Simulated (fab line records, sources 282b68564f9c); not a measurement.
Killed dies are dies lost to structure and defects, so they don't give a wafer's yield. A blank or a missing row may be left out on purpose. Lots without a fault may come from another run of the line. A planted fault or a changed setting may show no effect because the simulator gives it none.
fab line records | flow rit_cmos
record lots=6 wafers=18 last_day=7
route steps=202 shown PSD@144 SDANNEAL@153 NSD@158 PLDD@159 NLDD@160 M1@202
lots that met no fault: from a run of the same line without faults
start_h: hours from the record's first day to the start of the lot's first wafer shown | wait_h: hours since the lot's step before | " the same as in the row above | L1.1+2: a row that stands for several wafers | - no value, or no start given | * or withheld: withheld | < > ~ a bound
route shown NAME@n: a module of which the file shows steps, and the number in the route of the first | usual: mean/standard deviation of fault-free wafers | same: alike in all rows | chamber/n: place in a boat | sites: the reading at each site | _std_site: their standard deviation | _edge_site: outer sites' mean less inner sites' | radius_mm: how far each site lies from the wafer's centre | mask NAME#n: copy n | behind: the tool/chamber that last shaped the wafer | hold: why the lot was held/for how many hours/how that ended | device: the transistor (n, p or np) that didn't switch | end of line: the same wafers' tests at the end of the route | a step without rows: its recipe alone | killed: dies lost to structure and defects at the first sort, not the wafer's yield | map: a wafer's dies, x killed, . not, _ none there
set.NAME: the setting as run; set.NAME@STEP: as run at that earlier step | model.NAME: the simulator's own value behind a step, which no gauge read
lots at some steps of the route; a table a step, a row a wafer
services: from which hour (start_h, from the record's first day; less than 0 if before it) a tool's chamber was out of use, for how many hours, and why
## steps
# step RIT_PSD_SOFTBAKE_02
# recipe resist=NOVOLAK temp_c=90 time_s=60
# step RIT_PSD_EXPOSE_03
# recipe mask_id=M10 na=0.57 target_cd_nm=40900 dose_mj=250
# step RIT_PSD_PEB_04
# recipe resist=NOVOLAK temp_c=withheld time_s=withheld
# step RIT_PSD_DEVELOP_05
# recipe resist=NOVOLAK develop_time_s=50 dev_temp_c=23
# step RIT_PSD_OVL_MEAS_06
# usual PSD_OVL=-1.5/1.3
# columns lot.wafer tool chamber start_h wait_h PSD_OVL[nm]
L471.1 overlay-02 - 57.58 - -4.1
L471.4 " - " " -2.0
L471.5 " - " " -2.3
L475.1 overlay-02 - 78.80 - -0.2
L475.2 " - " " -0.4
L475.4 " - " " -1.1
L483.1 overlay-01 - 124.13 - -0.7
L483.4 " - " " -0.1
L483.6 " - " " -2.2
L485.3 overlay-02 - 135.18 - -2.0
L485.4 " - " " -0.7
L485.5 " - " " -3.0
L489.1 overlay-02 - 149.64 - -2.1
L489.4 " - " " -2.7
L489.5 " - " " -2.4
L493.1 overlay-01 - 165.79 - -4.0
L493.2 " - " " -2.5
L493.3 " - " " -2.8
# step RIT_PSD_HARDBAKE_07
# recipe resist=NOVOLAK temp_c=140 time_s=60
# step RIT_PSD_IMPLANT_08
# recipe species=BF2 energy_kev=27 dose_cm2=4.882e+15 tilt_deg=7
# step RIT_PSD_STRIP_09
# recipe chemistry=O2 time_s=180 resist=NOVOLAK platen_temp_c=withheld power_w=500 pressure_mtorr=4000 o2_flow_sccm=4000
# usual chamber_pressure_mTorr=4001/3.7 drypump_motor_current_A=5.90/0.23
# columns lot.wafer tool chamber start_h wait_h chamber_pressure_mTorr drypump_motor_current_A rf_hours_counter_h
L471.1 plasma_asher-03 0 57.91 0.1 4002 6.16 39
L471.4 " 1 " " 4003 6.07 -
L471.5 " 1 " " 3991 6.08 -
L475.1 plasma_asher-03 0 79.13 0.1 4001 6.15 41
L475.2 " 1 " " 3998 6.08 41
L475.4 " 0 " " 4000 6.15 -
L483.1 plasma_asher-03 1 124.47 0.1 4001 6.05 46
L483.4 " 1 " " 4006 6.06 -
L483.6 " 0 " " 3998 6.18 -
L485.3 plasma_asher-03 1 135.57 0.1 4001 6.08 -
L485.4 " 0 " " 4002 6.16 -
L485.5 " 0 " " 4000 6.16 -
L489.1 plasma_asher-01 0 149.98 0.1 3995 5.66 53
L489.4 " 0 " " 4000 5.64 -
L489.5 " 1 " " 4003 5.73 -
L493.1 plasma_asher-03 0 166.13 0.1 4004 6.17 51
L493.2 " 1 " " 4000 6.08 51
L493.3 " 1 " " 4006 6.06 -
# step RIT_PSD_TW_MEAS_10
# usual PSD_TW=3442/38
# columns lot.wafer tool chamber start_h wait_h PSD_TW
L471.1 film_metro-03 - 58.09 0.1 3457
L471.4 " - " " 3435
L471.5 " - " " 3439
L475.1 film_metro-04 - 79.31 0.1 3409
L475.2 " - " " 3406
L475.4 " - " " 3422
L483.1 film_metro-03 - 124.64 0.1 3438
L483.4 " - " " 3421
L483.6 " - " " 3419
L485.3 film_metro-01 - 135.70 0.1 3527
L485.4 " - " " 3522
L485.5 " - " " 3510
L489.1 film_metro-04 - 150.16 0.1 3436
L489.4 " - " " 3430
L489.5 " - " " 3438
L493.1 film_metro-03 - 166.30 0.1 3448
L493.2 " - " " 3433
L493.3 " - " " 3438
# step RIT_SDANNEAL_CLEAN_00
# recipe chemistry=SC1 mix=3:3:50 time_s=600 temp_c=75
# step RIT_SDANNEAL_CLEAN_01
# recipe chemistry=dHF dilution=50:1 time_s=30
# step RIT_SDANNEAL_CLEAN_02
# recipe chemistry=SC2 mix=3:3:50 time_s=600 temp_c=75 dry=n2_spin
# step RIT_SDANNEAL_RTA_03
# recipe temp_c=1050 time_s=5 idle_temp_c=600 ramp_up_c_per_s=342 ramp_down_c_per_s=171 cool_to_c=600 ambient=N2
# usual wafer_temp_C_max=1053.6/1.3
# columns lot.wafer tool chamber start_h wait_h wafer_temp_C_max
L471.1 rtp_anneal-02 0 58.52 0.0 1053.4
L471.4 " 0 " " 1051.7
L471.5 " 0 " " 1055.5
L475.1 rtp_anneal-02 0 79.75 0.0 1051.6
L475.2 " 0 " " 1053.1
L475.4 " 0 " " 1052.1
L483.1 rtp_anneal-02 0 125.42 0.0 1054.2
L483.4 " 0 " " 1055.0
L483.6 " 0 " " 1054.5
L485.3 rtp_anneal-02 0 136.32 0.0 1054.3
L485.4 " 0 " " 1052.9
L485.5 " 0 " " 1053.8
L489.1 rtp_anneal-01 0 150.58 0.0 1053.1
L489.4 " 0 " " 1055.2
L489.5 " 0 " " 1055.8
L493.1 rtp_anneal-01 0 166.73 0.0 1052.7
L493.2 " 0 " " 1054.1
L493.3 " 0 " " 1053.5
# step RIT_SDANNEAL_RS_MEAS_04
# recipe thk_meas_gauge=four-point-probe
# usual PSD_RS=116.15/0.28
# columns lot.wafer tool chamber start_h wait_h PSD_RS[ohm/sq]
L471.1 film_metro-03 - 58.57 0.0 115.97
L471.4 " - " " 116.40
L471.5 " - " " 116.04
L475.1 film_metro-03 - 79.81 0.0 115.71
L475.2 " - " " 115.90
L475.4 " - " " 116.18
L483.1 film_metro-01 - 125.48 0.0 113.81
L483.4 " - " " 113.84
L483.6 " - " " 113.80
L485.3 film_metro-03 - 136.40 0.1 113.22
L485.4 " - " " 113.41
L485.5 " - " " 113.39
L489.1 film_metro-01 - 150.64 0.0 116.65
L489.4 " - " " 116.71
L489.5 " - " " 116.40
L493.1 film_metro-03 - 166.79 0.0 116.16
L493.2 " - " " 116.21
L493.3 " - " " 116.14
# step RIT_SDANNEAL_RS_MEAS_05
# recipe thk_meas_gauge=four-point-probe
# usual NSD_RS=83.5/0.36
# columns lot.wafer tool chamber start_h wait_h NSD_RS[ohm/sq]
L471.1 film_metro-03 - 58.69 0.1 83.2
L471.4 " - " " 83.5
L471.5 " - " " 83.3
L475.1 film_metro-03 - 79.93 0.1 83.6
L475.2 " - " " 83.3
L475.4 " - " " 83.6
L483.1 film_metro-01 - 125.60 0.1 83.5
L483.4 " - " " 83.4
L483.6 " - " " 83.3
L485.3 film_metro-03 - 136.52 0.1 82.5
L485.4 " - " " 82.4
L485.5 " - " " 82.2
L489.1 film_metro-01 - 150.76 0.1 84.0
L489.4 " - " " 83.9
L489.5 " - " " 83.7
L493.1 film_metro-03 - 166.91 0.1 83.2
L493.2 " - " " 83.2
L493.3 " - " " 83.2
# step RIT_SDANNEAL_RS_MEAS_06
# recipe thk_meas_gauge=four-point-probe
# usual PLDD_RS=178.5/0.49
# columns lot.wafer tool chamber start_h wait_h PLDD_RS[ohm/sq]
L471.1 film_metro-03 - 58.81 0.1 178.2
L471.4 " - " " 178.5
L471.5 " - " " 178.3
L475.1 film_metro-03 - 80.05 0.1 178.5
L475.2 " - " " 178.7
L475.4 " - " " 178.8
L483.1 film_metro-01 - 125.72 0.1 176.3
L483.4 " - " " 176.1
L483.6 " - " " 176.0
L485.3 film_metro-03 - 136.64 0.1 175.4
L485.4 " - " " 175.6
L485.5 " - " " 175.9
L489.1 film_metro-01 - 150.88 0.1 178.7
L489.4 " - " " 179.0
L489.5 " - " " 178.7
L493.1 film_metro-03 - 167.03 0.1 178.5
L493.2 " - " " 178.6
L493.3 " - " " 178.8
# step RIT_SDANNEAL_RS_MEAS_07
# recipe thk_meas_gauge=four-point-probe
# usual NLDD_RS=151.4/0.64
# columns lot.wafer tool chamber start_h wait_h NLDD_RS[ohm/sq]
L471.1 film_metro-03 - 58.93 0.1 151.8
L471.4 " - " " 151.4
L471.5 " - " " 151.6
L475.1 film_metro-03 - 80.17 0.1 152.0
L475.2 " - " " 151.7
L475.4 " - " " 151.4
L483.1 film_metro-01 - 125.84 0.1 151.2
L483.4 " - " " 151.4
L483.6 " - " " 151.2
L485.3 film_metro-03 - 136.76 0.1 150.2
L485.4 " - " " 150.9
L485.5 " - " " 150.5
L489.1 film_metro-01 - 151.00 0.1 151.6
L489.4 " - " " 151.9
L489.5 " - " " 152.0
L493.1 film_metro-03 - 167.15 0.1 150.6
L493.2 " - " " 150.8
L493.3 " - " " 151.2
# step RIT_M1_PROBE_99
# usual killed_at_front_end=7/3.4 killed_dies=7/3.4 killed_open=3.7/2.2 killed_short=3.6/2.2
# same gross_dies=264 killed_at_M0_to_M3=0 killed_at_M4_up=0 killed_at_back_side=0 killed_at_contacts=0 killed_at_other=0
# columns lot.wafer tool chamber start_h wait_h killed_at_front_end killed_dies killed_open killed_short model.etest.contact_nplus.end_ohm_um model.etest.pmos_0p15.off_log10_a_um model.etest.retro_edge_pmos.off_log10_a_um model.etest.pmos_0p15.bv_v model.etest.vpnp.gain model.etest.diode_pplus_comb.cj_ff_um2 model.etest.diode_pplus_nwell.cj_ff_um2 model.etest.pmos_0p15.vt_sat_v
L471.1 prober-01 - 65.86 0.1 4 4 1 3 40.09 -10.4 -10.34 5.685 1.077 1.98 1.666 -0.2968
L471.4 prober-01 - 66.01 0.2 7 7 3 4 41.35 -10.72 -10.74 5.685 1.08 1.995 1.649 -0.3129
L471.5 prober-01 - 66.06 0.2 7 7 6 1 40.2 -10.38 -10.32 5.673 1.096 1.989 1.665 -0.3018
L475.1 prober-01 - 87.17 0.1 4 4 4 0 39.61 -10.33 -10.17 5.69 1.039 2.019 1.704 -0.2991
L475.2 prober-01 - 87.22 0.1 6 6 4 2 39.3 -10.03 -9.958 5.703 1.06 2.017 1.717 -0.288
L475.4 prober-01 - 87.32 0.2 1 1 1 0 39.4 -10.16 -10.02 5.716 1.053 2.015 1.701 -0.2822
L483.1 prober-01 - 133.21 0.1 8 8 8 0 41.29 -9.472 -9.224 5.549 1.148 2.056 1.738 -0.2393
L483.4 prober-01 - 133.36 0.2 3 3 2 1 42.65 -9.293 -9.029 5.397 1.118 2.064 1.734 -0.2268
L483.6 prober-01 - 133.46 0.2 3 3 2 1 41.5 -9.558 -9.517 5.607 1.146 2.054 1.749 -0.2374
L485.3 prober-01 - 144.51 0.2 9 9 5 4 41.06 -9.92 -9.812 5.613 1.211 2.003 1.68 -0.2634
L485.4 prober-01 - 144.56 0.2 4 4 3 1 39.78 -10.01 -9.95 5.656 1.178 2.002 1.678 -0.2688
L485.5 prober-01 - 144.61 0.2 15 15 5 10 40.08 -10.13 -10.09 5.706 1.192 2.002 1.7 -0.278
L489.1 prober-01 - 158.13 0.1 6 6 3 3 39.47 -10.43 -10.32 5.657 1.085 1.976 1.654 -0.3024
L489.4 prober-01 - 158.28 0.2 5 5 3 2 39.01 -10.18 -10.18 5.679 1.085 1.977 1.685 -0.294
L489.5 prober-01 - 158.33 0.2 9 9 4 5 40.55 -10.21 -10.05 5.68 1.076 1.98 1.663 -0.3018
L493.1 prober-01 - 174.02 0.1 12 12 3 9 40.6 -10.45 -10.26 5.687 1.128 1.922 1.616 -0.3052
L493.2 prober-01 - 174.07 0.1 14 14 8 6 39.37 -10.4 -10.32 5.671 1.13 1.929 1.619 -0.3001
L493.3 prober-01 - 174.12 0.2 7 7 6 1 39.96 -10.51 -10.34 5.658 1.124 1.933 1.638 -0.3068
# killed by level:class
L471.1 FOX1:geometric_particle:short=1 GATE:geometric_particle:short=1 SILICIDE:geometric_particle:open=1 SILICIDE:geometric_particle:short=1
L471.4 REOX:geometric_particle:short=2 FOX1:geometric_particle:open=1 FOX1:geometric_particle:short=1 FOX2:geometric_particle:open=1 GATE:geometric_particle:short=1 REOX:geometric_particle:open=1
L471.5 GATE:geometric_particle:open=3 FOX1:geometric_particle:open=2 SILICIDE:geometric_particle:open=1 SILICIDE:geometric_particle:short=1
L475.1 GATE:geometric_particle:open=2 FOX1:geometric_particle:open=1 REOX:geometric_particle:open=1
L475.2 FOX1:geometric_particle:open=1 FOX1:geometric_particle:short=1 SILICIDE:geometric_particle:open=1 FOX2:geometric_particle:open=1 GATE:geometric_particle:open=1 GATE:geometric_particle:short=1
L475.4 FOX1:geometric_particle:open=1
L483.1 SILICIDE:geometric_particle:open=4 FOX1:geometric_particle:open=2 GATE:geometric_particle:open=1 REOX:geometric_particle:open=1
L483.4 GATE:geometric_particle:open=1 GATE:geometric_particle:short=1 REOX:geometric_particle:open=1
L483.6 GATE:geometric_particle:open=1 GATE:geometric_particle:short=1 REOX:geometric_particle:open=1
L485.3 FOX2:geometric_particle:open=3 GATE:geometric_particle:short=2 SILICIDE:geometric_particle:open=2 REOX:geometric_particle:short=1 SILICIDE:geometric_particle:short=1
L485.4 FOX2:geometric_particle:open=1 GATE:geometric_particle:open=1 GATE:geometric_particle:short=1 REOX:geometric_particle:open=1
L485.5 GATE:geometric_particle:short=5 SILICIDE:geometric_particle:short=4 GATE:geometric_particle:open=2 REOX:geometric_particle:open=2 REOX:geometric_particle:short=1 SILICIDE:geometric_particle:open=1
L489.1 SPACER:geometric_particle:short=2 FOX1:geometric_particle:short=1 FOX1:geometric_particle:open=1 GATE:geometric_particle:open=1 SPACER:geometric_particle:open=1
L489.4 FOX2:geometric_particle:open=2 GATE:geometric_particle:short=1 SILICIDE:geometric_particle:open=1 SILICIDE:geometric_particle:short=1
L489.5 SILICIDE:geometric_particle:open=3 SPACER:geometric_particle:short=2 FOX1:geometric_particle:short=1 GATE:geometric_particle:short=1 SPACER:geometric_particle:open=1 SILICIDE:geometric_particle:short=1
L493.1 GATE:geometric_particle:short=4 GATE:geometric_particle:open=2 SPACER:geometric_particle:short=2 FOX2:geometric_particle:short=1 REOX:geometric_particle:short=1 SPACER:geometric_particle:open=1 SILICIDE:geometric_particle:short=1
L493.2 GATE:geometric_particle:open=4 GATE:geometric_particle:short=4 SPACER:geometric_particle:open=2 FOX1:geometric_particle:short=1 FOX2:geometric_particle:open=1 SPACER:geometric_particle:short=1 SILICIDE:geometric_particle:open=1
L493.3 GATE:geometric_particle:open=4 REOX:geometric_particle:open=2 GATE:geometric_particle:short=1
## services
# columns tool chamber start_h hours kind
rtp_anneal-01 - 68.91 4.0 pm
rtp_anneal-02 - 138.76 4.4 pm
## key
first_sign step=RIT_SDANNEAL_RS_MEAS_04 reading=PSD_RS direction=down sigmas=9 usual=116.15 struck=113.58
effect step=RIT_SDANNEAL_RS_MEAS_05 reading=NSD_RS direction=down sigmas=1.6 usual=83.5 struck=82.9
effect step=RIT_SDANNEAL_RS_MEAS_06 reading=PLDD_RS direction=down sigmas=5.2 usual=178.5 struck=175.9
model_effect step=RIT_M1_PROBE_99 value=etest.contact_nplus.end_ohm_um without=39.23 struck=41.06
met_at RIT_SDANNEAL_RTA_03
struck_wafers L483.1,L483.4,L483.6,L485.3,L485.4,L485.5
tester_left_out L483,L485
onset_between 79.75 125.42
fault kind=process_parameter_drift tool=rtp_anneal-02 chamber=- onset_h=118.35 steps=RIT_SDANNEAL_RTA_03 channel=time_s offset=* shape=step end_h=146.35 acts_in=* stated=*
# tester_left_out: of these lots the tester's yield and bins aren't shown, on N5 and GAA mostly nor the transistor test; their killed dies are dies lost to structure and defects alone, not to doping, threshold or leakage, so they don't give the yield
